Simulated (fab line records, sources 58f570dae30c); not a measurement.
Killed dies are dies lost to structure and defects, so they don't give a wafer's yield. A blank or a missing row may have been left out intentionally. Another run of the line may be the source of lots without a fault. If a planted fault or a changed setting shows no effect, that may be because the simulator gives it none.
What tool caused it? / flow berkeley-cmos170 / 6 lots, 18 wafers sampled, at 3 steps of a route of 331

WHAT THE GAUGES READ, wafer by wafer
UCB170_M3_THK_MEAS_03: measures by xrf.
lot=L139; measured=day 8 12:17; on=film-metro-01; M3_AL_THK (nm)=915 907 912
lot=L141; measured=day 9 07:25; on=film-metro-01; M3_AL_THK (nm)=886 893 889
lot=L144; measured=day 9 13:35; on=film-metro-02; M3_AL_THK (nm)=896 892 897
lot=L149; measured=day 10 08:22; on=film-metro-03; M3_AL_THK (nm)=896 957 903
lot=L154; measured=day 11 02:54; on=film-metro-03; M3_AL_THK (nm)=892 896 891
lot=L157; measured=day 12 04:36; on=film-metro-01; M3_AL_THK (nm)=915 915 912

WHICH TOOL RAN EACH LOT (tool, then ch and the chambers of the sampled wafers, then the start)
lot=L139; UCB170_V1_CVD_00=pecvd-04 ch 0,1,2, day 7 23:32; UCB170_M3_SPUTTER_01=pvd-sputter-02, day 8 12:05
lot=L141; UCB170_V1_CVD_00=pecvd-02 ch 0,1,2, day 8 16:10; UCB170_M3_SPUTTER_01=pvd-sputter-04, day 9 07:11
lot=L144; UCB170_V1_CVD_00=pecvd-04 ch 1,2, day 9 04:05; UCB170_M3_SPUTTER_01=pvd-sputter-04, day 9 13:23
lot=L149; UCB170_V1_CVD_00=pecvd-02 ch 0,1,2, day 9 23:23; UCB170_M3_SPUTTER_01=pvd-sputter-02, day 10 08:10
lot=L154; UCB170_V1_CVD_00=pecvd-04 ch 0,1,2, day 10 15:41; UCB170_M3_SPUTTER_01=pvd-sputter-04, day 11 02:42
lot=L157; UCB170_V1_CVD_00=pecvd-01 ch 0,1, day 11 18:35; UCB170_M3_SPUTTER_01=pvd-sputter-04, day 12 04:23
- UCB170_V1_CVD_00: deposits SiO2 from TEOS/O2, target thk 2000 nm, time 250 s.
- UCB170_M3_SPUTTER_01: material Al, target thk 900 nm, time 120 s.

THE ANSWER, worked out from the rows above alone
Rule: the lots themselves supply what counts as usual. Put in order of their means at a reading, lots are off if they are a third of the lots or fewer, leave a main group of 4 or more, and stand apart from it by a gap of 3 or more times the standard deviation of the main group's means; of several such gaps the widest counts. A main group whose means are all the same, to the digits that the tables above print for the reading, isn't used. A lot without any number at a reading at which 4 lots or more have one is off too. The other lots that the step has rows for count as sound.
No lot is off on any of the readings shown, so nothing can be concluded from this.

WHAT THE SIMULATOR PUT IN
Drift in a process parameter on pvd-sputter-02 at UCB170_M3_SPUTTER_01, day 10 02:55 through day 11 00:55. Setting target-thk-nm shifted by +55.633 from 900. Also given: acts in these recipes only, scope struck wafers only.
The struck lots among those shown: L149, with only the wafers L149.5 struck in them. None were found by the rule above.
